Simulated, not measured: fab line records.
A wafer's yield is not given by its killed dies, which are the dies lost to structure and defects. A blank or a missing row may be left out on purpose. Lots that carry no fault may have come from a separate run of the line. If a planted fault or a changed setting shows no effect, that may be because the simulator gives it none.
A lot that was struck, set against a sound lot :: flow berkeleyCmos170 :: 17 steps out of a route of 331
Sound: the wafers L707.1, L707.2, L707.4. The struck wafers were L714.4, L714.5, L714.6. The cause comes at the end.
At each step with rows: each side's tool, then ch and its chambers, then its first start. Under that, the readings that differ: sound wafers :: struck wafers :: difference of the means :: sigmas: that difference in standard deviations of wafers without a fault.
alike: same words and numbers on both sides, and readings whose means sit less than 2 such deviations apart. not compared: any withheld reading, any reading some wafer has no value for, any bound like >300 that may hide the same value, and any number with overlapping values for which the record gives no deviation.
The two part at a step that has a row with sigmas, a row that says differs or no value, or rows on one side only. Numbers that don't overlap but have no deviation are shown without sigmas and don't part them. A reading that every wafer of one side lacks parts them only if that side has two wafers or more.

first, 1 step without rows for these wafers: UCB170_GATE_DEVELOP_11 (develop time 45 s).
UCB170_GATE_CD_MEAS_12: the cd target is 350 nm.
  struck on cdSem-02, day 9 11:14; sound on cdSem-02, day 8 11:01
  alike: cdNm
UCB170_GATE_OVL_MEAS_13:
  struck on overlay-02, day 9 11:19; sound on overlay-02, day 8 11:08
  alike: GATE_OVL
UCB170_GATE_ETCH_14: etches BARC in N2/H2.
  sound on rieDiel-03 ch 0,1,2, day 8 11:10; struck on rieDiel-03 ch 1,2, day 9 11:20
  alike: biasW, drypumpMotorCurrentA, h2FlowSccm, n2FlowSccm, oesProductAu, throttleValvePct
UCB170_GATE_ETCH_15: etches poly-Si in HBr/Cl2, stops on SiO2, time 56.3 s, target depth 278.2 nm.
  sound on rieSi-01 ch 1,2,3, day 8 11:13; struck on rieSi-02 ch 0,1, day 9 11:23
  alike: biasW, drypumpMotorCurrentA, oesProductAu, throttleValvePct
  not compared: rfHoursCounterH
UCB170_GATE_STRIP_16: strips in O2.
  sound on plasmaAsher-03 ch 0,1, day 8 11:16; struck on plasmaAsher-04 ch 0,1, day 9 11:28
  alike: drypumpMotorCurrentA, oesProductAu
  not compared: rfHoursCounterH
UCB170_GATE_CD_MEAS_90: the cd target is 350 nm.
  struck on cdSem-01, day 9 11:35; sound on cdSem-02, day 8 11:31
  alike: cdNm
then, 5 steps without rows for these wafers: UCB170_GATE_CLEAN_17 (cleans in SPM, time 600 s); UCB170_PLDD_HMDS_00 (prime time 60 s); UCB170_PLDD_COAT_01 (resist thk 886.3 nm); UCB170_PLDD_SOFTBAKE_02 (time 60 s); UCB170_PLDD_EXPOSE_03 (exposes mask PSELECT, target cd 1200 nm).
UCB170_PLDD_PEB_04:
  sound on lithoTrack-03 ch 0, day 8 12:31; struck on lithoTrack-03 ch 0, day 9 14:11
reading: heaterPowerTotalW (W)
sound: 56.72 56.77 56.79
struck: 57.24 57.27 57.23
difference: +0.49
sigmas: +10

reading: plateTempC (C)
sound: 130.04 130.03 130.12
struck: 130.89 130.95 130.93
difference: +0.86
sigmas: +7
then, 1 step without rows for these wafers: UCB170_PLDD_DEVELOP_05 (develop time 45 s).
UCB170_PLDD_CD_MEAS_06: the cd target is 1200 nm.
  struck on cdSem-01, day 9 14:27; sound on cdSem-02, day 8 12:48
reading: cdNm (nm)
sound: 1201.0 1201.1 1201.7
struck: 1205.9 1206.1 1208.0
difference: +5.4
sigmas: +4
UCB170_PLDD_OVL_MEAS_07:
  struck on overlay-02, day 9 14:32; sound on overlay-02, day 8 12:55
  alike: PLDD_OVL
UCB170_M3_PROBE_99:
  only the struck wafers here have rows in the record (prober-02, day 11 00:59); the sound ones have none

== WHERE THEY PART ==
Earliest at UCB170_PLDD_PEB_04; latest, in this record, at UCB170_M3_PROBE_99.

WHY: what the simulator had put in
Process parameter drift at UCB170_PLDD_PEB_04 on lithoTrack-03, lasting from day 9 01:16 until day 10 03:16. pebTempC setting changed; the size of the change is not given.
